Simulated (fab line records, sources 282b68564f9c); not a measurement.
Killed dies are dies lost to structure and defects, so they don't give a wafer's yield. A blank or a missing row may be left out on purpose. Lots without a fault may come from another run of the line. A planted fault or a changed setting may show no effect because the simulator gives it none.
Split-lot experiment | flow rit_cmos | 5 lots, 23 wafers read, on a route of 202 steps

THE SPLIT
At RIT_NLDD_SOFTBAKE_02 (time 60 s), the setting temp_c was moved away from the recipe's 90 C on 7 of the 23 wafers read, by -3.6% to +1.6%. The other wafers ran this setting at the recipe's value.

FROM THE SPLIT TO THE READING: what the file shows between them, 2 steps
- RIT_NLDD_EXPOSE_03: exposes mask M7, target cd 40700 nm
- RIT_NLDD_PEB_04

THE READING
NOVOLAK_of_NLDD_COAT_01.thk_nm (the simulator's own value, which no gauge read), in nm, at RIT_NLDD_DEVELOP_05 (develop time 50 s). The file gives no usual value for it. The 16 wafers here that ran the recipe average 999.1 nm, standard deviation 1.7 nm.

wafer  | tool, chamber at the split | temp_c as run, C | against the recipe | NOVOLAK_of_NLDD_COAT_01.thk_nm, nm | against lot-mates on the recipe
L074.1 | litho_track-03, 0          | 91.46            | +1.6%              | 997.8                              | -3.2
L074.3 | litho_track-03, 0          | 91.46            | +1.6%              | 993.4                              | -7.6
L074.4 | litho_track-03, 0          | 90               | recipe             | 1002                               | -
L074.5 | litho_track-03, 0          | 91.46            | +1.6%              | 995.8                              | -5.2
L074.6 | litho_track-03, 0          | 90               | recipe             | 1000                               | -
L076.2 | litho_track-04, 0          | 90               | recipe             | 999.4                              | -
L076.5 | litho_track-04, 0          | 90               | recipe             | 1001                               | -
L076.6 | litho_track-04, 0          | 90               | recipe             | 997.3                              | -
L078.1 | litho_track-02, 0          | 91.13            | +1.3%              | 999.5                              | -1.2
L078.3 | litho_track-02, 0          | 90               | recipe             | 1001                               | -
L078.6 | litho_track-02, 0          | 90               | recipe             | 1001                               | -
L078.4 | litho_track-02, 0          | 91.13            | +1.3%              | 1001                               | +0.3
L078.5 | litho_track-02, 0          | 90               | recipe             | 1000                               | -
L079.1 | litho_track-04, 0          | 90               | recipe             | 995.5                              | -
L079.2 | litho_track-04, 0          | 90               | recipe             | 999.3                              | -
L079.3 | litho_track-04, 0          | 86.79            | -3.6%              | 1005                               | +7.9
L079.5 | litho_track-04, 0          | 90               | recipe             | 996.6                              | -
L079.6 | litho_track-04, 0          | 86.79            | -3.6%              | 1007                               | +9.9
L083.1 | litho_track-03, 0          | 90               | recipe             | 999.1                              | -
L083.2 | litho_track-03, 0          | 90               | recipe             | 999.1                              | -
L083.3 | litho_track-03, 0          | 90               | recipe             | 997.9                              | -
L083.5 | litho_track-03, 0          | 90               | recipe             | 999.2                              | -
L083.6 | litho_track-03, 0          | 90               | recipe             | 997.6                              | -

THE FIT
A straight line over all 23 wafers: NOVOLAK_of_NLDD_COAT_01.thk_nm changes by -1.73 nm for each +1% of temp_c; r = -0.75; the points scatter about the line by 2 nm.
The same after taking each lot's own level away (the mean of its wafers on the recipe; 23 wafers): -2.47 nm for each +1%; r = -0.90; scatter 1.6 nm.
On that fit, the largest move of temp_c shifts the reading by 8.8 nm.
The lots' own levels span 997.13 to 1001.00 nm, that is 2.3 times the standard deviation above.
So the lot-to-lot level blurs the effect unless lot-mates are compared.
Check: with one of the wafers moved furthest among these (-3.6%) left out of the fit, the line predicts +9.55 nm for it against its lot-mates. It came out at +7.87 nm against them.

OTHER SPLITS ON THESE WAFERS
These wafers also went through other splits before the reading. Each is held against what the fit with the lots' levels taken away leaves over:
other split on the same wafers       | wafers away from the commonest value | r with NOVOLAK_of_NLDD_COAT_01.thk_nm (lot level and that fit taken away)
RIT_ACTIVE_EXPOSE_08 dose_mj         | 9                                    | -0.25
RIT_ACTIVE_DEVELOP_10 develop_time_s | 9                                    | -0.15
RIT_ACTIVE_ETCH_13 time_s            | 5                                    | +0.41
RIT_FOX2_CLEAN_02 time_s             | 15                                   | +0.34
RIT_NWELL_IMPLANT_08 energy_kev      | 11                                   | -0.34
RIT_PWELL_COAT_01 resist_thk_nm      | 9                                    | +0.00
RIT_PWELL_IMPLANT_08 energy_kev      | 6                                    | +0.11
RIT_GATE_OXIDATION_05 temp_c         | 18                                   | +0.30
RIT_GATE_CVD_08 pressure_mtorr       | 15                                   | -0.36
RIT_GATE_ETCH_19 over_etch_frac      | 8                                    | +0.39

THE FILE'S OWN FIT
NOVOLAK_of_NLDD_COAT_01.thk_nm changes by -2.45 nm for each +1% of temp_c, r = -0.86.
